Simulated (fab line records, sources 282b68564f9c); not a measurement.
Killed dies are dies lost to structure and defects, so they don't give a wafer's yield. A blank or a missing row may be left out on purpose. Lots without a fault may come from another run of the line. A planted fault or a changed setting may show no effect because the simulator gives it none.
Tool commonality check | flow rit_cmos | 10 lots, 30 wafers sampled

WHY IT WAS OPENED
At RIT_PLDD_TW_MEAS_10 the reading PLDD_TW is flagged on 4 of 10 lots. Wafers without a fault read 2371, standard deviation 23.
Rule: a lot is flagged when every wafer of it that has a number lies more than 4 standard deviations from that mean, or none has a number. The other lots count as sound.

lot  | measured    | on            | PLDD_TW, wafer by wafer | flag
L380 | day 2 18:25 | film_metro-02 | 2351 2344 2348          |
L381 | day 3 00:28 | film_metro-04 | 2370 2370 2375          |
L382 | day 3 06:16 | film_metro-01 | 2392 2395 2408          |
L383 | day 3 10:31 | film_metro-02 | 2343 2355 2338          |
L384 | day 3 14:52 | film_metro-01 | 2403 2389 2395          |
L385 | day 3 19:32 | film_metro-01 | 2390 2395 2388          |
L386 | day 4 02:10 | film_metro-02 | 1593 1590 1597          | FLAGGED
L387 | day 4 07:18 | film_metro-02 | 1591 1604 1589          | FLAGGED
L388 | day 4 12:47 | film_metro-02 | 1599 1596 1596          | FLAGGED
L389 | day 4 18:10 | film_metro-04 | 1625 1630 1621          | FLAGGED
The numbers of the flagged lots are 1603 on average: -768 against the usual, or -33 standard deviations.

WHICH TOOL RAN EACH LOT
The record holds 1 process step before the reading, out of a route of 202 steps. In each cell: the tool, then ch and the chambers that the sampled wafers went through, then the start.
lot  | flag    | RIT_PLDD_IMPLANT_08
L380 |         | implanter-01 ch 0, day 2 18:07
L381 |         | implanter-03 ch 0, day 3 00:09
L382 |         | implanter-04 ch 0, day 3 05:57
L383 |         | implanter-03 ch 0, day 3 10:11
L384 |         | implanter-03 ch 0, day 3 14:33
L385 |         | implanter-01 ch 0, day 3 19:13
L386 | FLAGGED | implanter-03 ch 0, day 4 01:50
L387 | FLAGGED | implanter-04 ch 0, day 4 07:01
L388 | FLAGGED | implanter-04 ch 0, day 4 12:28
L389 | FLAGGED | implanter-04 ch 0, day 4 17:50
What these steps do:
- RIT_PLDD_IMPLANT_08
- RIT_PLDD_TW_MEAS_10

FLAGGED OVER TOTAL, TOOL BY TOOL (the gauges that took the reading come last)
step                | tool          | lots run | flagged | share of the flagged lots | sound lots run after its first flagged lot
RIT_PLDD_IMPLANT_08 | implanter-01  | 2        | 0       | none                      | -
RIT_PLDD_IMPLANT_08 | implanter-03  | 4        | 1       | some                      | 0
RIT_PLDD_IMPLANT_08 | implanter-04  | 4        | 3       | some                      | 0
RIT_PLDD_TW_MEAS_10 | film_metro-01 | 3        | 0       | none                      | -
RIT_PLDD_TW_MEAS_10 | film_metro-02 | 5        | 3       | some                      | 0
RIT_PLDD_TW_MEAS_10 | film_metro-04 | 2        | 1       | some                      | 0

WHAT THE TABLE ALLOWS
No row of the table ran every flagged lot.

WHAT THE SIMULATOR HAD PUT IN
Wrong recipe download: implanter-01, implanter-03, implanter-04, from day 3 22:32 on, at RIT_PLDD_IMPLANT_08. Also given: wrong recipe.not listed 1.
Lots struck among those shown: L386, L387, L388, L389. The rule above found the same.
